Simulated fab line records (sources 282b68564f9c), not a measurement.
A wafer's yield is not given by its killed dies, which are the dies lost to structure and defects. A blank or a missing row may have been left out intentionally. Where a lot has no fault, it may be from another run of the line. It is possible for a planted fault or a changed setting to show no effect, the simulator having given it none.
A struck lot beside a sound one    flow rit-cmos    39 out of 202 route steps
Sound: the wafers L584.1, L584.5, L584.6. Wafers struck: L589.2, L589.4, L589.6. The cause is given at the end.
Each step with rows lists, per side, the tool, then ch with its chambers, then its first start. Under that, the readings that differ: sound wafers    struck wafers    difference of the means    sigmas: that difference in standard deviations of wafers without a fault.
alike: words and numbers the same on both sides, and readings whose means are apart by under 2 such deviations; not compared: readings that were withheld, readings missing a value for some wafer, numbers with overlapping values and no deviation given by the record, and bounds like >300 which may hide the same value.
Wherever a step has rows on one side only, a row that says differs or no value, or a row with sigmas, the two part there. When numbers do not overlap yet have no deviation, they are printed without sigmas and do not part them. A reading that every wafer of one side lacks parts them only if that side has two wafers or more.

first, 3 steps without rows for these wafers: RIT_GATE_EXPOSE_13 (exposes mask M6, target cd 150 nm); RIT_GATE_PEB_14; RIT_GATE_DEVELOP_15 (develop time 50 s).
RIT_GATE_CD_MEAS_16 targets a cd of 150 nm.
  sound: cd-sem-02 at day 4 17:20; struck: cd-sem-01 at day 5 18:02
  alike: cd-nm
RIT_GATE_OVL_MEAS_17:
  sound: overlay-02 at day 4 17:27; struck: overlay-02 at day 5 18:09
  alike: GATE_OVL
then, 1 step without rows for these wafers: RIT_GATE_HARDBAKE_18 (time 60 s).
RIT_GATE_ETCH_19: etches poly-Si in SF6/CHF3/O2, stops on SiO2, time 165 s, target depth 312.5 nm.
  sound on rie-si-02 ch 0,1,3, day 4 17:38; struck on rie-si-01 ch 0,2,3, day 5 18:20
  alike: drypump-motor-current-A, oes-product-au, rf-fwd-power-W, throttle-valve-pct
  not compared: rf-hours-counter-h
RIT_GATE_STRIP_20: strips in O2, time 180 s.
  sound on plasma-asher-02 ch 0,1, day 4 17:45; struck on plasma-asher-01 ch 0,1, day 5 18:26
  alike: drypump-motor-current-A
  not compared: rf-hours-counter-h
RIT_GATE_CD_MEAS_90 targets a cd of 150 nm.
  sound: cd-sem-01 at day 4 17:55; struck: cd-sem-01 at day 5 18:38
  alike: cd-nm
then, 3 steps without rows for these wafers: RIT_REOX_CLEAN_00 (cleans in SC1, time 610 s); RIT_REOX_CLEAN_01 (cleans in dHF, time 30 s); RIT_REOX_CLEAN_02 (cleans in SC2, time 600 s).
RIT_REOX_OXIDATION_03: target thk 25.2 nm, ox time 5580 s.
  sound on furnace-03 ch 0, day 4 18:39; struck on furnace-04 ch 0, day 5 19:54
reading                                      sound              struck             difference  sigmas
spike-tc-centre-C (C)                        903.1 903.5 903.7  912.5 911.7 912.6  +8.8        +9
spike-tc-load-C (C)                          925.8 926.9 926.6  933.0 932.8 932.5  +6.3        +4
spike-tc-source-C (C)                        923.7 924.8 924.2  930.6 929.5 929.4  +5.6        +2
model.SiO2_of_REOX_OXIDATION_03.thk-nm (nm)  24.88 25.33 25.05  27.7 27.81 28.01   +2.8        
  alike: zone-power-load-pct
RIT_REOX_THK_MEAS_04:
  sound: film-metro-02 at day 4 21:12; struck: film-metro-01 at day 5 22:28
reading              sound           struck          difference  sigmas
REOX_OXIDE_THK (nm)  24.9 25.3 25.0  27.7 27.8 28.0  +2.8        +6
then, 6 steps without rows for these wafers: RIT_NLDD_HMDS_00 (prime time 60 s); RIT_NLDD_COAT_01 (resist thk 1000 nm); RIT_NLDD_SOFTBAKE_02 (time 60 s); RIT_NLDD_EXPOSE_03 (exposes mask M7, target cd 40700 nm); RIT_NLDD_PEB_04; RIT_NLDD_DEVELOP_05 (develop time 50 s).
RIT_NLDD_OVL_MEAS_06:
  sound: overlay-01 at day 4 22:07; struck: overlay-02 at day 5 23:29
  alike: NLDD_OVL
then, 2 steps without rows for these wafers: RIT_NLDD_HARDBAKE_07 (time 60 s); RIT_NLDD_IMPLANT_08.
RIT_NLDD_STRIP_09: strips in O2, time 180 s.
  sound on plasma-asher-03 ch 0,1, day 4 22:26; struck on plasma-asher-03 ch 0,1, day 5 23:49
  alike: drypump-motor-current-A
  not compared: rf-hours-counter-h
RIT_NLDD_TW_MEAS_10:
  sound: film-metro-03 at day 4 22:37; struck: film-metro-01 at day 6 00:01
  alike: NLDD_TW
then, 6 steps without rows for these wafers: RIT_PLDD_HMDS_00 (prime time 60 s); RIT_PLDD_COAT_01 (resist thk 1000 nm); RIT_PLDD_SOFTBAKE_02 (time 60 s); RIT_PLDD_EXPOSE_03 (exposes mask M8, target cd 40900 nm); RIT_PLDD_PEB_04; RIT_PLDD_DEVELOP_05 (develop time 50 s).
RIT_PLDD_OVL_MEAS_06:
  sound: overlay-02 at day 4 23:32; struck: overlay-02 at day 6 00:58
  alike: PLDD_OVL
then, 2 steps without rows for these wafers: RIT_PLDD_HARDBAKE_07 (time 60 s); RIT_PLDD_IMPLANT_08.
RIT_PLDD_STRIP_09: strips in O2, time 180 s.
  sound on plasma-asher-03 ch 0,1, day 4 23:52; struck on plasma-asher-04 ch 0, day 6 01:18
  alike: drypump-motor-current-A
  not compared: rf-hours-counter-h
RIT_PLDD_TW_MEAS_10:
  sound: film-metro-01 at day 5 00:02; struck: film-metro-04 at day 6 01:29
reading  sound           struck          difference  sigmas
PLDD_TW  2303 2299 2312  2346 2352 2348  +44         +2
RIT_SPACER_CLEAN_00: cleans in SC1, time 600 s.
  sound on wet-bench-03 ch 0, day 5 00:06; struck on wet-bench-04 ch 2, day 6 01:39
reading                                      sound              struck             difference  sigmas
model.SiO2_of_REOX_OXIDATION_03.thk-nm (nm)  22.93 23.35 23.08  25.59 25.69 25.88  +2.60       
then, 1 step without rows for these wafers: RIT_SPACER_CLEAN_01 (cleans in dHF, time 30 s).
RIT_M1_PROBE_99:
  sound: prober-02 at day 5 13:53; struck: prober-01 at day 6 16:05
reading                              sound              struck             difference  sigmas
model.etest.pmos-turned.r-on-ohm-um  3400 3402 3478     4057 4034 4102     +638        
model.etest.pmos_0p3.r-on-ohm-um     6321 6246 6426     6798 6596 6615     +339        
model.etest.pmos_0p15.r-on-ohm-um    2786 2738 2816     3165 3103 3144     +357        
model.etest.pldd.rs-ohm-sq           483.2 503.4 487.1  717.8 731 747.6    +240.9      
model.etest.nmos_0p15.r-on-ohm-um    1114 1113 1169     1230 1179 1225     +79         
model.etest.nmos-turned.drive-ua-um  332.6 315.2 320.6  280.1 283.9 272.9  -43.8       
model.etest.pldd.line-ohm-um         155.3 159.2 154.8  226 226.3 239      +74         
  alike: killed-at-contacts, killed-at-front-end, killed-dies, killed-on-rim, killed-open, killed-short
  not compared: model.etest.nmos_0p3.r-on-ohm-um

WHERE THEY PART
At RIT_REOX_OXIDATION_03 first; at RIT_PLDD_TW_MEAS_10 last (within this record only). Later steps at which nothing parts them and some readings are alike: RIT_M1_PROBE_99.

WHY: the cause the simulator had injected
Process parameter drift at RIT_REOX_OXIDATION_03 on furnace-04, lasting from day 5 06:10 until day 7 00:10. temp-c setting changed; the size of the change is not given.
